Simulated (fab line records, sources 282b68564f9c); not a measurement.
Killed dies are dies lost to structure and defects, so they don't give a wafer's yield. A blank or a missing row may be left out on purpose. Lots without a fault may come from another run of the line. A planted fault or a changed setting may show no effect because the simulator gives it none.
Split-lot experiment | flow rit_cmos | 5 lots, 23 wafers read, on a route of 202 steps

THE SPLIT
At RIT_PRETRO_IMPLANT_08, the setting energy_kev was moved away from the recipe's 45 on 11 of the 23 wafers read, by -3.9% to -1.6%. The other wafers ran this setting at the recipe's value.

The reading is taken at the split's own step.

THE READING
implant.drp_nm (the simulator's own value, which no gauge read), in nm, at RIT_PRETRO_IMPLANT_08. The file gives no usual value for it.

wafer  | tool, chamber at the split | energy_kev as run | against the recipe | implant.drp_nm, nm | against lot-mates on the recipe
L074.2 | implanter-02, 0            | 43.92             | -2.4%              | 54.28              | -0.79
L074.4 | implanter-02, 0            | 43.92             | -2.4%              | 54.28              | -0.79
L074.6 | implanter-02, 0            | 43.92             | -2.4%              | 54.28              | -0.79
L074.3 | implanter-02, 0            | 45                | recipe             | 55.07              | -
L074.5 | implanter-02, 0            | 45                | recipe             | 55.07              | -
L076.2 | implanter-04, 0            | 43.23             | -3.9%              | 53.77              | -1.30
L076.3 | implanter-04, 0            | 43.23             | -3.9%              | 53.77              | -1.30
L076.5 | implanter-04, 0            | 43.23             | -3.9%              | 53.77              | -1.30
L076.4 | implanter-04, 0            | 45                | recipe             | 55.07              | -
L076.6 | implanter-04, 0            | 45                | recipe             | 55.07              | -
L081.1 | implanter-04, 0            | 45                | recipe             | 55.07              | -
L081.2 | implanter-04, 0            | 45                | recipe             | 55.07              | -
L081.4 | implanter-04, 0            | 45                | recipe             | 55.07              | -
L081.3 | implanter-04, 0            | 44.3              | -1.6%              | 54.56              | -0.51
L081.5 | implanter-04, 0            | 44.3              | -1.6%              | 54.56              | -0.51
L083.1 | implanter-03, 0            | 45                | recipe             | 55.07              | -
L083.2 | implanter-03, 0            | 45                | recipe             | 55.07              | -
L083.5 | implanter-03, 0            | 45                | recipe             | 55.07              | -
L085.2 | implanter-04, 0            | 43.35             | -3.7%              | 53.86              | -1.21
L085.3 | implanter-04, 0            | 43.35             | -3.7%              | 53.86              | -1.21
L085.4 | implanter-04, 0            | 43.35             | -3.7%              | 53.86              | -1.21
L085.5 | implanter-04, 0            | 45                | recipe             | 55.07              | -
L085.6 | implanter-04, 0            | 45                | recipe             | 55.07              | -

THE FIT
A straight line over all 23 wafers: implant.drp_nm changes by +0.33 nm for each +1% of energy_kev; r = +1.00; the points scatter about the line by 0.0014 nm.
The same after taking each lot's own level away (the mean of its wafers on the recipe; 23 wafers): +0.33 nm for each +1%; r = +1.00; scatter 0.0014 nm.
On that fit, the largest move of energy_kev shifts the reading by 1.3 nm.
The lots' own levels span 55.070 to 55.070 nm.
So the lot-to-lot level changes the slope little: the two slopes agree.
Check: with one of the wafers moved furthest among these (-3.9%) left out of the fit, the line predicts -1.3 nm for it against its lot-mates. It came out at -1.3 nm against them.

OTHER SPLITS ON THESE WAFERS
These wafers also went through other splits before the reading. Each is held against what the fit with the lots' levels taken away leaves over:
other split on the same wafers      | wafers away from the commonest value | r with implant.drp_nm (lot level and that fit taken away)
RIT_ACTIVE_CVD_03 sih2cl2_flow_sccm | 15                                   | +0.13
RIT_ACTIVE_COAT_06 resist_thk_nm    | 6                                    | +0.07
RIT_FOX1_OXIDATION_00 ox_time_s     | 18                                   | -0.05
RIT_NWELL_IMPLANT_08 energy_kev     | 9                                    | -0.03
RIT_NRETRO_COAT_01 resist_thk_nm    | 12                                   | -0.12
RIT_NRETRO_IMPLANT_08 energy_kev    | 11                                   | -0.15
RIT_PRETRO_SOFTBAKE_02 temp_c       | 11                                   | -0.12

THE WHOLE CHAIN: every reading that the file lists as answering this split, in the file's order
step                  | what it does | reading                                                         | change (the file's fit)               | r (the file's)
RIT_PRETRO_IMPLANT_08 |              | implant.rp_nm (the simulator's own value, which no gauge read)  | +1.37 nm for each +1% of the setting  | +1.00
RIT_PRETRO_IMPLANT_08 |              | implant.drp_nm (the simulator's own value, which no gauge read) | +0.331 nm for each +1% of the setting | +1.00

THE FILE'S OWN FIT
implant.drp_nm changes by +0.331 nm for each +1% of energy_kev, r = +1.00.
